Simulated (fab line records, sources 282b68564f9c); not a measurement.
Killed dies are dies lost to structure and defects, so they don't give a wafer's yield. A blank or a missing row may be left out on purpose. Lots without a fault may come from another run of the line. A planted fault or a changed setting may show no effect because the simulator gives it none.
A struck lot beside a sound one | flow rit_cmos | 32 steps out of a route of 202
Sound: wafers L740.1, L740.3, L740.4. Struck: wafers L748.1, L748.2, L748.6. The cause comes at the end.
At each step with rows: each side's tool, then ch and its chambers, then its first start. Under that, the readings that differ: sound wafers | struck wafers | difference of the means | sigmas: that difference in standard deviations of wafers without a fault.
alike: readings whose means differ by less than 2 such deviations, and words and numbers that are the same on both sides. not compared: withheld readings, readings that some wafer has no value for, bounds like >300 that may hide the same value, and numbers for which the record gives no deviation and whose values overlap.
The two part at a step that has a row with sigmas, a row that says differs or no value, or rows on one side only. Numbers that don't overlap but have no deviation are shown without sigmas and don't part them. A reading that every wafer of one side lacks parts them only if that side has two wafers or more.

first, 1 step without rows for these wafers: RIT_PWELL_DEVELOP_05 (develop time 68 s).
RIT_PWELL_OVL_MEAS_06:
  sound on overlay-02, day 2 18:50; struck on overlay-01, day 4 12:47
  alike: PWELL_OVL
then, 2 steps without rows for these wafers: RIT_PWELL_HARDBAKE_07 (time 120 s); RIT_PWELL_IMPLANT_08.
RIT_PWELL_STRIP_09: strips in O2, time 180 s.
  sound on plasma_asher-04 ch 0,1, day 2 19:17; struck on plasma_asher-04 ch 0,1, day 4 13:13
  alike: drypump_motor_current_A
  not compared: rf_hours_counter_h
RIT_PWELL_TW_MEAS_10:
  sound on film_metro-01, day 2 19:27; struck on film_metro-03, day 4 13:23
  alike: PWELL_TW
then, 1 step without rows for these wafers: RIT_WELLDRIVE_ANNEAL_00 (time 14700 s).
RIT_WELLDRIVE_RS_MEAS_01: measures by four-point-probe.
  sound on film_metro-04, day 3 00:36; struck on film_metro-03, day 4 20:08
  alike: NWELL_RS
RIT_WELLDRIVE_RS_MEAS_02: measures by four-point-probe.
  sound on film_metro-04, day 3 00:43; struck on film_metro-03, day 4 20:16
  alike: PWELL_RS
then, 3 steps without rows for these wafers: RIT_NRETRO_HMDS_00 (prime time 60 s); RIT_NRETRO_COAT_01 (resist thk 1300 nm); RIT_NRETRO_SOFTBAKE_02 (time 60 s).
RIT_NRETRO_EXPOSE_03: exposes mask M4, target cd 43900 nm.
  sound on iline_stepper-02 ch 0, day 3 01:25; struck on iline_stepper-01 ch 0, day 4 20:50
  reading | sound          | struck         | difference | sigmas
  mask    | M4#0 M4#0 M4#0 | M5#0 M5#0 M5#0 | differs    |
  alike: exposure_dose_mJ_cm2
then, 2 steps without rows for these wafers: RIT_NRETRO_PEB_04; RIT_NRETRO_DEVELOP_05 (develop time 68 s).
RIT_NRETRO_OVL_MEAS_06:
  sound on overlay-01, day 3 01:50; struck on overlay-02, day 4 21:16
  reading         | sound        | struck | difference                    | sigmas
  NRETRO_OVL (nm) | -0.8 0.1 0.1 | - - -  | no value on the struck wafers |
then, 2 steps without rows for these wafers: RIT_NRETRO_HARDBAKE_07 (time 120 s); RIT_NRETRO_IMPLANT_08.
RIT_NRETRO_STRIP_09: strips in O2, time 180 s.
  sound on plasma_asher-02 ch 0,1, day 3 02:17; struck on plasma_asher-03 ch 0,1, day 4 21:41
  alike: drypump_motor_current_A
  not compared: rf_hours_counter_h
RIT_NRETRO_TW_MEAS_10:
  sound on film_metro-01, day 3 02:27; struck on film_metro-02, day 4 21:52
  reading   | sound          | struck   | difference | sigmas
  NRETRO_TW | 1055 1049 1054 | 30 30 30 | -1023      | -99 or more
then, 6 steps without rows for these wafers: RIT_PRETRO_HMDS_00 (prime time 60 s); RIT_PRETRO_COAT_01 (resist thk 1300 nm); RIT_PRETRO_SOFTBAKE_02 (time 60 s); RIT_PRETRO_EXPOSE_03 (exposes mask M5, target cd 43700 nm); RIT_PRETRO_PEB_04; RIT_PRETRO_DEVELOP_05 (develop time 68 s).
RIT_PRETRO_OVL_MEAS_06:
  sound on overlay-02, day 3 03:23; struck on overlay-01, day 4 22:56
  alike: PRETRO_OVL
then, 2 steps without rows for these wafers: RIT_PRETRO_HARDBAKE_07 (time 120 s); RIT_PRETRO_IMPLANT_08.
RIT_PRETRO_STRIP_09: strips in O2, time 180 s.
  sound on plasma_asher-01 ch 0,1, day 3 03:50; struck on plasma_asher-04 ch 0,1, day 4 23:29
  alike: drypump_motor_current_A
  not compared: rf_hours_counter_h
RIT_PRETRO_TW_MEAS_10:
  sound on film_metro-01, day 3 04:00; struck on film_metro-04, day 4 23:39
  reading   | sound       | struck         | difference | sigmas
  PRETRO_TW | 474 476 475 | 1074 1070 1070 | +596       | +99 or more
then, 1 step without rows for these wafers: RIT_GATE_WET_ETCH_00 (etches SiO2 in BOE, target depth 56 nm, time 60 s).

WHERE THEY PART
First at RIT_NRETRO_EXPOSE_03; last, within this record, at RIT_PRETRO_TW_MEAS_10.

WHY: what the simulator had put in
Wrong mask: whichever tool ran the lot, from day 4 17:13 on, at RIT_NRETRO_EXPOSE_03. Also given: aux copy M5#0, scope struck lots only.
